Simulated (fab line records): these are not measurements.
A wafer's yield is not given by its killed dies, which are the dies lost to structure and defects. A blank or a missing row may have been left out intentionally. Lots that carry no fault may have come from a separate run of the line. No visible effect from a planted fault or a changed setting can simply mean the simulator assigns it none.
Code-filled problem report in 8D (eight disciplines) form / flow rit_cmos / the parts of the form that need people (team, actions taken, sign-off) are left out

## 1. PROBLEM STATEMENT
Across 6 wafers from 2 lots, SILICIDE_TI_RS at RIT_SILICIDE_RS_MEAS_02 averages 59.1 ohm/sq, while fault-free wafers read 51.7 ohm/sq with a standard deviation of 0.81. That puts it +9.2 standard deviations away from the usual mean.
The step: measures by four-point-probe.
Seen first at day 7 02:41 on film_metro-04, wafer L558.1. Wafers with a number at this step in the record: 42, from 14 lots. Rule for "out" (also "out of limits"): further than 4 standard deviations from the usual mean. The rest of the wafers with a number are treated as sound.

## 2. WHAT IT IS, AND WHAT IT ISN'T
question=which readings at this step | is=SILICIDE_TI_RS | is not=-
question=which lots | is=L558, L560 | is not=L540, L541, L542, L543, L544, L545, L546, L548, L549, L552, L555, L561
question=which wafers of those lots | is=all that have a number | is not=-
question=read on which gauges | is=film_metro-01, film_metro-04 | is not=film_metro-03
question=when | is=from day 7 02:41 | is not=up to then (33 sound wafers); but 3 sound wafers of L561 came after

## 3. THE SUSPECTS, EACH WITH WHAT RULES IT OUT
Counting: a tool stays on the suspect list if, at a process step up to the reading, it processed all lots that are out and no sound lot following the first of them.
- the gauge at RIT_SILICIDE_RS_MEAS_02: ruled out. The wafers that are out were read on 2 gauges (film_metro-01, film_metro-04).
- pvd_sputter-04 at RIT_SILICIDE_SPUTTER_01 (material Ti, target thk 30 nm, time 240 s): kept. Every lot that is out went through it, starting with L558 (day 7 02:32), and after that it ran no sound lot; the last sound lot it ran before then is L552 (day 5 19:35).
Remaining after the count: pvd_sputter-04 at RIT_SILICIDE_SPUTTER_01.

## 4. THE CAUSE (what the simulator had put in)
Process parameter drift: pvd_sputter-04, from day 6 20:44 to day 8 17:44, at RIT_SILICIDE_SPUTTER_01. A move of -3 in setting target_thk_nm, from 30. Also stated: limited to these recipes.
This tool alone remained once counting was done.

## 5. SEQUENCE OF EFFECTS, ordered by route
Each row: a reading where the mean over the struck wafers with a number is more than 3 standard deviations away from the usual. Scope: only readings with a usual standard deviation given in the record; hours: median across lots of the time from each lot's start at the first step in this table that gives one to its start at this step; sigmas: change in usual standard deviations.
hours=0; step=RIT_SILICIDE_RS_MEAS_02; reading=SILICIDE_TI_RS; usual=51.7 ohm/sq; on struck wafers=59.1; change=+7.4; sigmas=+9.2
hours=0; step=RIT_SILICIDE_THK_MEAS_03; reading=SILICIDE_TI_THK; usual=29.4 nm; on struck wafers=26.5; change=-2.9; sigmas=-7.9

## 6. WHAT WOULD HAVE CAUGHT IT SOONER
6 hours passed between the start of the fault at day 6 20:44 and the first reading out of limits at a measuring or inspecting step in this record, taken at day 7 02:41.
An alarm limit of 4 standard deviations would not have fired on the tool readings at RIT_SILICIDE_SPUTTER_01 for which the record gives a usual standard deviation, since none of them was out on any struck wafer.
Of the lots that are out (2), L560 began RIT_SILICIDE_SPUTTER_01 on pvd_sputter-04 after day 7 02:41. Holding the tool at that time would have saved it.
